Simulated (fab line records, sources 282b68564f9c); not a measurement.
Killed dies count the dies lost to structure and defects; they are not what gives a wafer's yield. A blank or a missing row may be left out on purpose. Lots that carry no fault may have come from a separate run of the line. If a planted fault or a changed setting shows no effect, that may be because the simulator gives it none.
A lot that was struck, set against a sound lot	flow rit cmos	15 steps out of a route of 202
Sound: wafers L420.1, L420.4, L420.6. Wafers struck: L427.1, L427.4, L427.6. At the end, the cause is stated.
Order at every step that has rows: each side's tool, ch and its chambers, its first start. Under that, the readings that differ: sound wafers	struck wafers	difference of the means	sigmas: that difference in standard deviations of wafers without a fault.
alike: same words and numbers on both sides, and readings whose means sit less than 2 such deviations apart. not compared: any withheld reading, any reading some wafer has no value for, any bound like >300 that may hide the same value, and any number with overlapping values for which the record gives no deviation.
A row with sigmas, a row that says differs or no value, or rows on one side alone: a step with any of these is where the two part. Numbers that don't overlap but have no deviation are shown without sigmas and don't part them. A reading missing from all wafers of one side parts the sides only when that side holds two or more wafers.

RIT_ACTIVE_BOW_MEAS_00:
  sound on film metro-03 at day 1 15:00; struck on film metro-04 at day 3 02:00
  alike: INCOMING_BOW
then, 1 step without rows for these wafers: RIT_ACTIVE_OXIDATION_01 (target thk 46.8 nm, ox time 3360 s).
RIT_ACTIVE_THK_MEAS_02:
  sound on film metro-02 at day 1 17:03; struck on film metro-04 at day 3 04:03
reading	sound	struck	difference	sigmas
ACTIVE_OXIDE_THK (nm)	45.8 45.5 45.8	47.2 47.4 47.7	+1.7	+2
then, 1 step without rows for these wafers: RIT_ACTIVE_CVD_03 (deposits Si3N4 from SiH2Cl2/NH3, target thk 150 nm, time 1500 s).
RIT_ACTIVE_THK_MEAS_04:
  sound on film metro-03 at day 1 21:18; struck on film metro-02 at day 3 05:32
  alike: ACTIVE_NITRIDE_THK
then, 1 step without rows for these wafers: RIT_ACTIVE_HMDS_05 (prime time 60 s).
RIT_ACTIVE_COAT_06: resist thk 1000 nm.
  sound on litho track-04 ch 0, day 1 21:31; struck on litho track-01 ch 0, day 3 05:44
reading	sound	struck	difference	sigmas
model.NOVOLAK_of_ACTIVE_COAT_06.thk nm (nm)	996.7 996.8 994.5	1058 1061 1060	+64	
then, 4 steps without rows for these wafers: RIT_ACTIVE_SOFTBAKE_07 (time 60 s); RIT_ACTIVE_EXPOSE_08 (exposes mask M1, target cd 1400 nm); RIT_ACTIVE_PEB_09; RIT_ACTIVE_DEVELOP_10 (develop time 50 s).
RIT_ACTIVE_CD_MEAS_11: target cd 1400 nm.
  sound on cd sem-01 at day 1 22:20; struck on cd sem-02 at day 3 06:34
reading	sound	struck	difference	sigmas
cd nm (nm)	1395.8 1394.3 1396.3	1407.3 1407.5 1409.9	+12.8	+5
  not compared: hold
RIT_ACTIVE_ETCH_13: etches Si3N4 in SF6, stops on SiO2, time 210 s, target depth 210 nm.
  sound on rie diel-03 ch 0,1, day 1 22:37; struck on rie diel-01 ch 1,2,3, day 3 06:50
reading	sound	struck	difference	sigmas
model.NOVOLAK_of_ACTIVE_COAT_06.thk nm (nm)	646.4 647.1 642.4	694.9 699.7 700.6	+53.1	
  alike: SF6_flow_sccm, drypump motor current A, oes product au, throttle valve pct
  not compared: rf hours counter h
RIT_ACTIVE_STRIP_14: strips in O2, time 180 s.
  sound on plasma asher-04 ch 0,1, day 1 22:44; struck on plasma asher-02 ch 0,1, day 3 06:58
  alike: drypump motor current A
  not compared: rf hours counter h
RIT_M1_PROBE_99:
  sound on prober-01 at day 3 16:11; struck on prober-01 at day 5 00:36
  alike: killed_at_M0_to_M3, killed at front end, killed dies, killed open, killed short

## WHERE THEY PART
First at RIT_ACTIVE_THK_MEAS_02; last, within this record, at RIT_ACTIVE_CD_MEAS_11. Later steps at which nothing parts them and some readings are alike: RIT_ACTIVE_ETCH_13, RIT_ACTIVE_STRIP_14, RIT_M1_PROBE_99.

WHY: whatever the simulator had introduced
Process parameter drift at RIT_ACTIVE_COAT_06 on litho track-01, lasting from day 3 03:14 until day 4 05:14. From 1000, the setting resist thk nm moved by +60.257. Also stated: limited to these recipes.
